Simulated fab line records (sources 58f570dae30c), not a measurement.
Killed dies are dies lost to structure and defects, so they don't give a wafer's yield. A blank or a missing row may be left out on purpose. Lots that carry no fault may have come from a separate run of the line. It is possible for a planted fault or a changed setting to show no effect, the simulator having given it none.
The tool behind it: which one? / flow berkeleyCmos170 / 7 lots, 21 wafers sampled, at 2 steps of a route of 331

WHAT EACH GAUGE READ, for each wafer
UCB170_M1_THK_MEAS_02: measures by xrf.
lot=L898; measured=day 7 04:09; on=filmMetro-02; M1_AL_THK (nm)=604 593 585
lot=L902; measured=day 8 13:05; on=filmMetro-01; M1_AL_THK (nm)=600 603 603
lot=L907; measured=day 9 14:47; on=filmMetro-01; M1_AL_THK (nm)=605 608 611
lot=L906; measured=day 8 23:39; on=filmMetro-02; M1_AL_THK (nm)=602 606 604
lot=L910; measured=day 9 20:27; on=filmMetro-01; M1_AL_THK (nm)=596 603 599
lot=L915; measured=day 11 03:28; on=filmMetro-03; M1_AL_THK (nm)=606 589 600
lot=L920; measured=day 11 20:22; on=filmMetro-02; M1_AL_THK (nm)=597 596 608

WHICH TOOL RAN EACH LOT (tool, then ch and the chambers of the sampled wafers, then the start)
lot=L898; UCB170_PWELL_PEB_11=lithoTrack-04 ch 0, day 3 02:32
lot=L902; UCB170_PWELL_PEB_11=lithoTrack-04 ch 0, day 4 02:47
lot=L907; UCB170_PWELL_PEB_11=lithoTrack-04 ch 0, day 5 03:36
lot=L906; UCB170_PWELL_PEB_11=lithoTrack-04 ch 0, day 5 04:02
lot=L910; UCB170_PWELL_PEB_11=lithoTrack-02 ch 0, day 5 19:05
lot=L915; UCB170_PWELL_PEB_11=lithoTrack-04 ch 0, day 6 19:43
lot=L920; UCB170_PWELL_PEB_11=lithoTrack-02 ch 0, day 7 21:35
- UCB170_PWELL_PEB_11

THE ANSWER, worked out from the rows above alone
Rule: what is usual is taken from the lots themselves. Put in order of their means at a reading, lots are off if they are a third of the lots or fewer, leave a main group of 4 or more, and stand apart from it by a gap of 3 or more times the standard deviation of the main group's means; of several such gaps the widest counts. Not used: any main group whose means are identical at the precision the tables above print for the reading. Also off: a lot with no number at a reading for which 4 or more lots have one. The other lots that the step has rows for count as sound.
None of the lots is off at any reading shown; this tells nothing.

WHAT THE SIMULATOR PUT IN
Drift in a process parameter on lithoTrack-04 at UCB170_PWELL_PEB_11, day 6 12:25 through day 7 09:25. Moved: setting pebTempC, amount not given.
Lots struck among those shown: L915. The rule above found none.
